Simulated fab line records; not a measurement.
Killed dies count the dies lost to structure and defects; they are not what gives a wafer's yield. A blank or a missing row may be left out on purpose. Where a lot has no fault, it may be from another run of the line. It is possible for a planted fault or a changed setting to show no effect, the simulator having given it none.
The tool behind it: which one? ; flow rit_cmos ; at 1 step of a route of 202, 7 lots with 21 wafers sampled

WHAT EACH GAUGE READ, for each wafer
RIT_NSD_TW_MEAS_10.
lot;measured;on;NSD_TW
L907;day 3 06:13;film_metro-04;3127 3123 3128
L909;day 3 15:29;film_metro-04;3145 3136 3125
L920;day 5 22:45;film_metro-02;3158 3142 3157
L922;day 6 09:50;film_metro-04;3139 3141 3129
L924;day 6 23:46;film_metro-02;3163 3172 3173
L927;day 7 14:58;film_metro-02;3165 3179 3196
L929;day 8 11:10;film_metro-01;3118 3106 3109

TOOL THAT RAN EACH LOT (tool first, then ch and the chambers of the sampled wafers, then the start)
The record holds no process step before these readings.

THE ANSWER, worked out from the rows above alone
Rule: the lots themselves supply what counts as usual. Put in order of their means at a reading, lots are off if they are a third of the lots or fewer, leave a main group of 4 or more, and stand apart from it by a gap of 3 or more times the standard deviation of the main group's means; of several such gaps the widest counts. Not used: any main group whose means are identical at the precision the tables above print for the reading. Also off: a lot with no number at a reading for which 4 or more lots have one. Where the step has rows for the other lots, those lots are counted as sound.
No lot is off at any reading shown: from this, nothing can be told.

WHAT WAS PUT IN BY THE SIMULATOR
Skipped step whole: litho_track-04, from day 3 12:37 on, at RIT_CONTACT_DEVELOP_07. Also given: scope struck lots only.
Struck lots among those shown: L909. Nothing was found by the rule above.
